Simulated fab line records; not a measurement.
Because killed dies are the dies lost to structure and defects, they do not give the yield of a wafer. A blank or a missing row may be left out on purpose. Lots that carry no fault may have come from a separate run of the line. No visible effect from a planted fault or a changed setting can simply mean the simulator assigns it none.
Code-filled problem report in 8D (eight disciplines) form :: flow rit-cmos :: the parts of the form that need people (team, actions taken, sign-off) are left out

## 1. THE PROBLEM
Across 6 wafers from 2 lots, PRETRO_OVL at RIT_PRETRO_OVL_MEAS_06 averages 238.9 nm, while fault-free wafers read 0.0 nm with a standard deviation of 1.4. That is +99 or more standard deviations from the usual mean.
The first sign was on wafer L357.1 at day 4 23:41, on overlay-02. Wafers with a number at this step in the record: 42, from 14 lots. By rule, "out" or "out of limits" means more than 4 standard deviations away from the usual mean. The rest of the wafers with a number are treated as sound.

## 2. WHAT IT IS, WHAT IT ISN'T
question: which readings at this step
is: PRETRO_OVL
is not: -

question: which lots
is: L357, L363
is not: L345, L346, L347, L349, L351, L352, L353, L354, L355, L358, L361, L365

question: which wafers of those lots
is: all that have a number
is not: -

question: read on which gauges
is: overlay-01, overlay-02
is not: -

question: when
is: from day 4 23:41
is not: up to then (27 sound wafers); but 9 sound wafers of L358, L361, L365 came after

## 3. WHAT RULES OUT EACH SUSPECT
Counting: a tool at a process step up to the reading stays a suspect if it ran every lot that is out and no sound lot after the first of them.
- the gauge at RIT_PRETRO_OVL_MEAS_06 is ruled out. Those wafers that are out were read across 2 gauges (overlay-01, overlay-02).
- iline-stepper-01 at RIT_PRETRO_EXPOSE_03 (exposes mask M5, target cd 43700 nm): kept. It processed each lot that is out, first L357 at day 4 23:16, and no sound lot thereafter; up to then, the last sound lot it processed was L355 at day 4 15:51.
The count leaves iline-stepper-01 at RIT_PRETRO_EXPOSE_03.

## 4. THE CAUSE (what the simulator had put in)
Scanner matching overlay: iline-stepper-01, from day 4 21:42 on, at RIT_PRETRO_EXPOSE_03. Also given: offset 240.
Counting left only this tool.

## 5. SEQUENCE OF EFFECTS, ordered by route
One row per reading whose mean, taken over the struck wafers that have a number, lies over 3 standard deviations from the usual. Only readings whose record carries a usual standard deviation are examined. hours: median over the lots of the time between each lot's start at the first step of this table that gives one and its start at this step. sigmas: the change, counted in usual standard deviations.
hours: 0
step: RIT_PRETRO_OVL_MEAS_06
reading: PRETRO_OVL
usual: 0.0 nm
on struck wafers: 238.9
change: +238.9
sigmas: +99 or more

## 6. HOW IT WOULD HAVE BEEN CAUGHT EARLIER
The first out-of-limits reading at a measuring or inspecting step in this record came at day 4 23:41, 2 hours after the fault's start at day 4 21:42.
An alarm limit of 4 standard deviations would not have fired on the tool readings at RIT_PRETRO_EXPOSE_03 for which the record gives a usual standard deviation, since none of them was out on any struck wafer.
Of the lots that are out (2), L363 began RIT_PRETRO_EXPOSE_03 on iline-stepper-01 after day 4 23:41. A tool hold placed at that time would have kept it from harm.
